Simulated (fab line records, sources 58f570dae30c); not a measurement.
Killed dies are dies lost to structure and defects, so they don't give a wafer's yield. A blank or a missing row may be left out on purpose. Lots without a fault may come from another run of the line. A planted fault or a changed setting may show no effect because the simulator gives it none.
A struck lot beside a sound one | flow berkeley_cmos170 | 27 steps out of a route of 331
Sound: wafers L880.3, L880.5, L880.6. Struck: wafers L874.1, L874.3, L874.5. The cause comes at the end.
At each step with rows: each side's tool, then ch and its chambers, then its first start. Under that, the readings that differ: sound wafers | struck wafers | difference of the means | sigmas: that difference in standard deviations of wafers without a fault.
alike: readings whose means differ by less than 2 such deviations, and words and numbers that are the same on both sides. not compared: withheld readings, readings that some wafer has no value for, bounds like >300 that may hide the same value, and numbers for which the record gives no deviation and whose values overlap.
The two part at a step that has a row with sigmas, a row that says differs or no value, or rows on one side only. Numbers that don't overlap but have no deviation are shown without sigmas and don't part them. A reading that every wafer of one side lacks parts them only if that side has two wafers or more.

first, 1 step without rows for these wafers: UCB170_SILICIDE_PRE_CLEAN_00 (preclean etch time 60 s).
UCB170_SILICIDE_SPUTTER_01: material Ti, target thk 30 nm, time 23.88 s.
  sound on pvd_sputter-02, day 9 21:08; struck on pvd_sputter-03, day 8 07:06
  alike: throttle_valve_pct
UCB170_SILICIDE_RS_MEAS_02: measures by four-point-probe.
  sound on film_metro-01, day 9 21:12; struck on film_metro-04, day 8 07:08
  alike: SILICIDE_TI_RS
UCB170_SILICIDE_THK_MEAS_03: measures by xrf.
  sound on film_metro-01, day 9 21:18; struck on film_metro-04, day 8 07:15
  alike: SILICIDE_TI_THK
UCB170_SILICIDE_RTA_04: time 15 s.
  sound on rtp_anneal-01 ch 0, day 9 21:22; struck on rtp_anneal-02 ch 0, day 8 07:19
  reading            | sound                | struck               | difference | sigmas
  lamp_power_pct (%) | 10.475 10.463 10.473 | 10.523 10.534 10.528 | +0.058     | +2
  alike: wafer_temp_C_max
then, 3 steps without rows for these wafers: UCB170_SILICIDE_WET_ETCH_05 (etches Ti in SPM, time 45 s); UCB170_CONTACT_CLEAN_00 (cleans in SPM, time 600 s); UCB170_CONTACT_CVD_01 (deposits PSG from SiH4/O2/PH3, target thk 700 nm, time 2820 s).
UCB170_CONTACT_THK_MEAS_02:
  sound on film_metro-03, day 10 01:32; struck on film_metro-03, day 8 09:23
  alike: CONTACT_PSG_THK
then, 3 steps without rows for these wafers: UCB170_CONTACT_HMDS_03 (prime time 60 s); UCB170_CONTACT_COAT_04 (resist thk 900 nm); UCB170_CONTACT_SOFTBAKE_05 (time 60 s).
UCB170_CONTACT_STRIP_06: strips in O2.
  sound on plasma_asher-01 ch 0,1, day 10 02:31; struck on plasma_asher-03 ch 0,1, day 8 09:53
  no value came back on the struck wafers for chamber_pressure_mTorr (mTorr), drypump_motor_current_A (A), oes_product_au (a.u.), strip_time_to_endpoint_s (s); on the sound wafers chamber_pressure_mTorr (mTorr) reads 3498 3502 3500
  reading                                  | sound | struck            | difference | sigmas
  model.KrF_of_CONTACT_COAT_04.thk_nm (nm) | 0 0 0 | 900.9 902.2 902.9 | +902.0     |
  not compared: rf_hours_counter_h
then, 1 step without rows for these wafers: UCB170_CONTACT_CLEAN_07 (cleans in SPM, time 600 s).
UCB170_CONTACT_RTA_08: time 10 s.
  sound on rtp_anneal-02 ch 0, day 10 08:48; struck on rtp_anneal-01 ch 0, day 8 10:56
  reading            | sound             | struck            | difference | sigmas
  lamp_power_pct (%) | 24.59 24.57 24.54 | 24.41 24.43 24.41 | -0.15      | -2
  alike: wafer_temp_C_max
then, 6 steps without rows for these wafers: UCB170_CONTACT_COAT_09; UCB170_CONTACT_COAT_10 (resist thk 900 nm); UCB170_CONTACT_SOFTBAKE_11 (time 60 s); UCB170_CONTACT_EXPOSE_12 (exposes mask CONT, target cd 700 nm); UCB170_CONTACT_PEB_13; UCB170_CONTACT_DEVELOP_14 (develop time 45 s).
UCB170_CONTACT_CD_MEAS_15: target cd 700 nm.
  sound on cd_sem-02, day 10 10:04; struck on cd_sem-02, day 8 11:51
  alike: cd_nm
UCB170_CONTACT_OVL_MEAS_16:
  sound on overlay-02, day 10 10:09; struck on overlay-02, day 8 11:58
  alike: CONTACT_OVL
UCB170_CONTACT_ETCH_17: etches BARC in N2/H2.
  sound on rie_diel-02 ch 0,1, day 10 10:10; struck on rie_diel-02 ch 0,1,3, day 8 12:01
  alike: drypump_motor_current_A, oes_product_au, throttle_valve_pct
UCB170_CONTACT_ETCH_18: etches PSG in CHF3/CF4/Ar, stops on TiSi2, target depth 840 nm, time 195 s.
  sound on rie_diel-02 ch 0,1; struck on rie_diel-02 ch 0,1,3
  alike: drypump_motor_current_A, oes_product_au, throttle_valve_pct
  not compared: rf_hours_counter_h
UCB170_CONTACT_STRIP_19: strips in O2.
  sound on plasma_asher-03 ch 0,1, day 10 10:22; struck on plasma_asher-03 ch 0,1, day 8 12:11
  reading               | sound             | struck            | difference | sigmas
  oes_product_au (a.u.) | 0.722 0.729 0.728 | 0.734 0.735 0.740 | +0.010     | +2
  alike: chamber_pressure_mTorr, drypump_motor_current_A
  not compared: rf_hours_counter_h
UCB170_CONTACT_CD_MEAS_90: target cd 700 nm.
  sound on cd_sem-02, day 10 10:29; struck on cd_sem-02, day 8 12:17
  alike: cd_nm

WHERE THEY PART
First at UCB170_SILICIDE_RTA_04; last, within this record, at UCB170_CONTACT_STRIP_19. Later steps at which nothing parts them and some readings are alike: UCB170_CONTACT_CD_MEAS_90.

WHY: what the simulator had put in
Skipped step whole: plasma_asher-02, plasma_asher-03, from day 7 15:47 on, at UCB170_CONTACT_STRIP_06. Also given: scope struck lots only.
